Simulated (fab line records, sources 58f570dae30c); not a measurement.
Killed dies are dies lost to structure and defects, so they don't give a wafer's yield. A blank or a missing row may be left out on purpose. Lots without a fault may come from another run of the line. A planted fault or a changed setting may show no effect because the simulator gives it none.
Which tool did it? | flow berkeley_cmos170 | 15 lots, 45 wafers sampled, at 1 step of a route of 331

WHAT THE GAUGES READ, wafer by wafer
UCB170_GATE_THK_MEAS_05. Usual: GATE_POLY_THK 214.7 nm, standard deviation 1.9.
lot  | measured     | on            | GATE_POLY_THK (nm) | flag
L798 | day 8 00:09  | film_metro-04 | 213.2 212.6 215.4  |
L799 | day 8 00:09  | film_metro-02 | 213.3 212.9 211.7  |
L803 | day 8 17:34  | film_metro-02 | 212.8 213.7 211.8  |
L802 | day 8 17:34  | film_metro-03 | 217.4 212.9 216.0  |
L800 | day 8 17:37  | film_metro-03 | 214.2 212.8 211.5  |
L804 | day 8 17:38  | film_metro-04 | 216.3 213.8 215.9  |
L805 | day 8 17:38  | film_metro-02 | 212.2 211.8 212.7  |
L806 | day 9 00:44  | film_metro-02 | 214.8 215.1 214.5  |
L809 | day 9 13:49  | film_metro-04 | 212.1 212.0 211.7  |
L812 | day 10 01:39 | film_metro-04 | 214.5 213.9 214.9  |
L813 | day 10 15:07 | film_metro-04 | 213.6 213.9 215.2  |
L814 | day 10 22:56 | film_metro-03 | 218.1 217.4 216.7  |
L815 | day 10 22:58 | film_metro-02 | 215.6 214.3 214.2  |
L818 | day 11 13:10 | film_metro-03 | 213.6 212.9 215.0  |
L819 | day 11 20:49 | film_metro-03 | 219.5 218.7 217.7  |

WHICH TOOL RAN EACH LOT (tool, then ch and the chambers of the sampled wafers, then the start)
The record holds no process step before these readings.

WHAT THE TOOLS THEMSELVES READ (means of the sampled wafers that have a number; where no wafer has one, the mark that the record gives instead)
The record holds no such reading with a usual standard deviation.

THE ANSWER, worked out from the rows above alone
Rule: a lot is off if the mean of its wafers that have a number lies more than 3 standard deviations from the usual mean. A lot without any number at a reading at which 4 lots or more have one is off too. The other lots that the step has rows for count as sound. The gauges are gone through in route order, then the tools' own readings, and for those a lot's mean is taken as printed above. The first step at which some lot is off is used, and at that step the reading that is off furthest; a lot without a number counts as furthest.
No lot is off at any reading shown: from this, nothing can be told.

WHAT THE SIMULATOR HAD PUT IN
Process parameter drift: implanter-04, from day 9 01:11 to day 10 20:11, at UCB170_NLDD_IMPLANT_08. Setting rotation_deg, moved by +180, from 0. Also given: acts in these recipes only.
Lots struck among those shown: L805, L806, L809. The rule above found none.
